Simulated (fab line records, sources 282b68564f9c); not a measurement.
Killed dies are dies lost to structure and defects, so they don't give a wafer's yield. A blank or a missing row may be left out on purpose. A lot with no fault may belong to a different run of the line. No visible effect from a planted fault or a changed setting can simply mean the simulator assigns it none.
Split-lot study ; flow rit-cmos ; 23 wafers read from 5 lots, route of 202 steps

== ON THE SPLIT ==
At RIT_GATE_CVD_08 (deposits poly-Si from SiH4, target thk 250 nm, time 2220 s), the setting time-s was moved away from the recipe's 2220 s on 15 of the 23 wafers read, by -13.4% to +14.1%. All remaining wafers had this setting at the recipe value.

== FROM THE SPLIT TO THE READING: what the file shows between them, 2 steps ==
- RIT_GATE_HMDS_10: prime time 60 s
- RIT_GATE_HARDBAKE_18: time 60 s

== THE READING ==
oes-product-au, in a.u., at RIT_GATE_ETCH_19 (etches poly-Si in SF6/CHF3/O2, stops on SiO2, time 165 s, target depth 312.5 nm). On this fab line, fault-free wafers typically give 0.851 a.u. with a standard deviation of 0.0095 a.u.

wafer;tool, chamber at the split;time-s as run, s;against the recipe;oes-product-au, a.u.;against lot-mates on the recipe
L074.2;-, -;2533;+14.1%;0.924;no lot-mate on the recipe
L074.3;-, -;2533;+14.1%;0.939;no lot-mate on the recipe
L074.4;-, -;2533;+14.1%;0.935;no lot-mate on the recipe
L074.5;-, -;2533;+14.1%;0.924;no lot-mate on the recipe
L074.6;-, -;2533;+14.1%;0.918;no lot-mate on the recipe
L079.1;-, -;2220;recipe;0.865;-
L079.2;-, -;2220;recipe;0.868;-
L079.3;-, -;2220;recipe;0.851;-
L079.5;-, -;2220;recipe;0.869;-
L079.6;-, -;2220;recipe;0.853;-
L081.1;-, -;1923;-13.4%;0.767;no lot-mate on the recipe
L081.2;-, -;1923;-13.4%;0.782;no lot-mate on the recipe
L081.4;-, -;1923;-13.4%;0.765;no lot-mate on the recipe
L081.5;-, -;1923;-13.4%;0.765;no lot-mate on the recipe
L081.6;-, -;1923;-13.4%;0.779;no lot-mate on the recipe
L082.2;-, -;2116;-4.7%;0.823;no lot-mate on the recipe
L082.3;-, -;2116;-4.7%;0.813;no lot-mate on the recipe
L082.4;-, -;2116;-4.7%;0.812;no lot-mate on the recipe
L082.5;-, -;2116;-4.7%;0.828;no lot-mate on the recipe
L082.6;-, -;2116;-4.7%;0.820;no lot-mate on the recipe
L085.1;lpcvd-02, 0;2220;recipe;0.864;-
L085.4;lpcvd-02, 0;2220;recipe;0.841;-
L085.6;lpcvd-02, 0;2220;recipe;0.868;-

FIT RESULTS
A straight line over all 23 wafers: oes-product-au changes by +0.00575 a.u. for each +1% of time-s; r = +0.98; the points scatter about the line by 0.011 a.u.
Too few moved wafers have a lot-mate on the recipe to fit a line with each lot's own level taken away.

== THE WHOLE CHAIN: every reading that the file lists as answering this split, in the file's order ==
step;what it does;reading;change (the file's fit);r (the file's)
RIT_GATE_ETCH_19;etches poly-Si in SF6/CHF3/O2, stops on SiO2, time 165 s, target depth 312.5 nm;oes-product-au;+0.00575 a.u. for each +1% of the setting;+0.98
RIT_REOX_CLEAN_00;cleans in SC1, time 600 s;poly-Si_of_GATE_CVD_08.thk-nm (the simulator's own value, which no gauge read);+2.5 nm for each +1% of the setting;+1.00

== THE FILE'S OWN FIT ==
oes-product-au changes by +0.00575 a.u. for each +1% of time-s, r = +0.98.
